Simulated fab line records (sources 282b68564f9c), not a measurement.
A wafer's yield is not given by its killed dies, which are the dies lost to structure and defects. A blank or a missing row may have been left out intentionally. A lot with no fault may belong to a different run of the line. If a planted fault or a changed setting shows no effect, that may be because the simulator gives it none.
Matching of chambers / flow rit cmos / RIT_SPACER_ETCHBACK_05 on rie diel-01 has 4 sister chambers
The step etches Si3N4 in SF6/CHF3, stops on SiO2, target depth 250 nm, time 240 s. 17 wafers are shown with their chamber, then 8 later ones without.

WAFERS, EACH WITH ITS CHAMBER
wafer=L805.1; chamber=2; throttle valve pct (%)=10.23; drypump motor current A (A)=5.89; oes product au (a.u.)=0.822
wafer=L805.5; chamber=3; throttle valve pct (%)=10.06; drypump motor current A (A)=6.00; oes product au (a.u.)=0.816
wafer=L805.6; chamber=2; throttle valve pct (%)=10.23; drypump motor current A (A)=5.90; oes product au (a.u.)=0.828
wafer=L807.3; chamber=0; throttle valve pct (%)=10.22; drypump motor current A (A)=6.08; oes product au (a.u.)=0.830
wafer=L807.4; chamber=1; throttle valve pct (%)=10.24; drypump motor current A (A)=6.10; oes product au (a.u.)=0.861
wafer=L807.6; chamber=0; throttle valve pct (%)=10.23; drypump motor current A (A)=6.07; oes product au (a.u.)=0.840
wafer=L813.1; chamber=3; throttle valve pct (%)=10.07; drypump motor current A (A)=6.00; oes product au (a.u.)=0.821
wafer=L813.2; chamber=1; throttle valve pct (%)=10.24; drypump motor current A (A)=6.10; oes product au (a.u.)=0.860
wafer=L813.3; chamber=2; throttle valve pct (%)=10.23; drypump motor current A (A)=5.90; oes product au (a.u.)=0.828
wafer=L817.3; chamber=1; throttle valve pct (%)=10.23; drypump motor current A (A)=6.12; oes product au (a.u.)=0.800
wafer=L818.2; chamber=1; throttle valve pct (%)=10.25; drypump motor current A (A)=6.11; oes product au (a.u.)=0.857
wafer=L818.4; chamber=2; throttle valve pct (%)=10.23; drypump motor current A (A)=5.88; oes product au (a.u.)=0.818
wafer=L818.5; chamber=2; throttle valve pct (%)=10.22; drypump motor current A (A)=5.88; oes product au (a.u.)=0.817
wafer=L819.2; chamber=2; throttle valve pct (%)=10.23; drypump motor current A (A)=5.84; oes product au (a.u.)=0.820
wafer=L819.3; chamber=3; throttle valve pct (%)=10.07; drypump motor current A (A)=5.98; oes product au (a.u.)=0.819
wafer=L819.4; chamber=0; throttle valve pct (%)=10.22; drypump motor current A (A)=6.05; oes product au (a.u.)=0.824
wafer=L821.1; chamber=0; throttle valve pct (%)=10.23; drypump motor current A (A)=6.07; oes product au (a.u.)=0.827

SIGNATURES (means of the wafers above)
reading=throttle valve pct; chamber 0=10.2250; chamber 1=10.2400; chamber 2=10.2283; chamber 3=10.0667; scatter within a chamber=0.00588
reading=drypump motor current A; chamber 0=6.0675; chamber 1=6.1075; chamber 2=5.8817; chamber 3=5.9933; scatter within a chamber=0.0164
reading=oes product au; chamber 0=0.83025; chamber 1=0.84450; chamber 2=0.82217; chamber 3=0.81867; scatter within a chamber=0.015
Rule: distance of a wafer from a chamber = root of the sum over the readings of ((wafer's reading minus chamber's mean) / reading's scatter) squared. If the next closest chamber is less than 2 further off than the closest, the wafer can't be placed; otherwise it belongs to the closest. How the scatter is found: for the shown wafers, subtract from each reading the mean of its chamber, square and add these, divide the total by (wafers less chambers), then take the root.

WAFERS WHOSE CHAMBER IS MISSING
wafer=L821.5; throttle valve pct (%)=10.06; drypump motor current A (A)=5.99; oes product au (a.u.)=0.821
wafer=L821.6; throttle valve pct (%)=10.23; drypump motor current A (A)=5.86; oes product au (a.u.)=0.833
wafer=L822.2; throttle valve pct (%)=10.23; drypump motor current A (A)=6.06; oes product au (a.u.)=0.820
wafer=L822.4; throttle valve pct (%)=10.07; drypump motor current A (A)=6.00; oes product au (a.u.)=0.822
wafer=L822.5; throttle valve pct (%)=10.22; drypump motor current A (A)=5.90; oes product au (a.u.)=0.822
wafer=L825.3; throttle valve pct (%)=10.22; drypump motor current A (A)=5.87; oes product au (a.u.)=0.825
wafer=L825.4; throttle valve pct (%)=10.26; drypump motor current A (A)=6.11; oes product au (a.u.)=0.843
wafer=L825.5; throttle valve pct (%)=10.21; drypump motor current A (A)=5.89; oes product au (a.u.)=0.823

THE CHAMBER EACH PASSED THROUGH
wafer=L821.5; from the rows above=3; in truth=3
wafer=L821.6; from the rows above=2; in truth=2
wafer=L822.2; from the rows above=0; in truth=0
wafer=L822.4; from the rows above=3; in truth=3
wafer=L822.5; from the rows above=2; in truth=2
wafer=L825.3; from the rows above=2; in truth=2
wafer=L825.4; from the rows above=1; in truth=1
wafer=L825.5; from the rows above=2; in truth=2
8 of 8 placed correctly. Left unplaced by these rows: 0. Wrongly placed: 0.
